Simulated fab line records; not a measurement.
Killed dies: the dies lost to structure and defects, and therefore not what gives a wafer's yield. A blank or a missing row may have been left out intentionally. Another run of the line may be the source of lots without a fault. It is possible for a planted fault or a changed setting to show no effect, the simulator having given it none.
Split-lot experiment	flow berkeley_cmos170	23 wafers read across 5 lots, on a route 331 steps long

## ABOUT THE SPLIT
At UCB170_PSD_PEB_04, the setting peb_temp_c was moved away from the recipe's 130 C on 8 of the 23 wafers read, by -2.7% to -1.2%. This setting was run at the recipe's value on the other wafers.

## BETWEEN THE SPLIT AND THE READING: the file shows 1 step in between
- UCB170_PSD_DEVELOP_05: develop time 45 s

## THE READING
At UCB170_PSD_CD_MEAS_06: cd_nm in nanometres, against a target cd of 1200 nm. Fault-free wafers of this fab line usually give 1199.1 nm, standard deviation 1.1 nm.

wafer	tool, chamber at the split	peb_temp_c as run, C	against the recipe	cd_nm, nm	against lot-mates on the recipe
L075.2	litho_track-02, 0	128.5	-1.2%	1187.1	-10.7
L075.3	litho_track-02, 0	130	recipe	1197.7	-
L075.4	litho_track-02, 0	128.5	-1.2%	1186.7	-11.1
L075.5	litho_track-02, 0	130	recipe	1197.9	-
L075.6	litho_track-02, 0	128.5	-1.2%	1186.9	-10.9
L076.1	litho_track-04, 0	130	recipe	1199.5	-
L076.2	litho_track-04, 0	130	recipe	1198.6	-
L076.4	litho_track-04, 0	130	recipe	1199.0	-
L076.5	litho_track-04, 0	130	recipe	1200.3	-
L076.6	litho_track-04, 0	130	recipe	1199.2	-
L079.1	litho_track-04, 0	130	recipe	1200.1	-
L079.4	litho_track-04, 0	130	recipe	1199.7	-
L079.6	litho_track-04, 0	130	recipe	1199.4	-
L081.1	litho_track-03, 0	130	recipe	1200.3	-
L081.2	litho_track-03, 0	126.5	-2.7%	1171.9	-27.6
L081.3	litho_track-03, 0	126.5	-2.7%	1172.8	-26.7
L081.4	litho_track-03, 0	130	recipe	1199.0	-
L081.5	litho_track-03, 0	130	recipe	1199.2	-
L084.1	litho_track-02, 0	127	-2.3%	1177.4	-22.2
L084.2	litho_track-02, 0	130	recipe	1199.8	-
L084.3	litho_track-02, 0	130	recipe	1199.4	-
L084.5	litho_track-02, 0	127	-2.3%	1178.2	-21.4
L084.6	litho_track-02, 0	127	-2.3%	1178.8	-20.8

FIT RESULTS
A straight line over all 23 wafers: cd_nm changes by +9.65 nm for each +1% of peb_temp_c; r = +1.00; the points scatter about the line by 0.97 nm.
The same after taking each lot's own level away (the mean of its wafers on the recipe; 23 wafers): +9.67 nm for each +1%; r = +1.00; scatter 0.66 nm.
That fit puts the effect of the largest move of peb_temp_c on the reading at 26 nm.
The span of the lots' own levels, 1197.80 to 1199.73 nm, comes to 1.8 times the standard deviation stated above.
So the lot-to-lot level changes the slope little: the two slopes agree.
Check: with one of the wafers moved furthest among these (-2.7%) left out of the fit, the line predicts -25.5 nm for it against its lot-mates. Against them it came out at -27.6 nm.

## FURTHER SPLITS ON THESE WAFERS
Before the reading, these wafers also passed through other splits. Each is held against what the fit with the lots' levels taken away leaves over:
other split on the same wafers	wafers away from the commonest value	r with cd_nm (lot level and that fit taken away)
UCB170_PLDD_SOFTBAKE_02 time_s	12	-0.29
UCB170_NLDD_PEB_04 peb_temp_c	7	-0.03

## FILE'S OWN FIT
cd_nm changes by +9.71 nm for each +1% of peb_temp_c, r = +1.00.
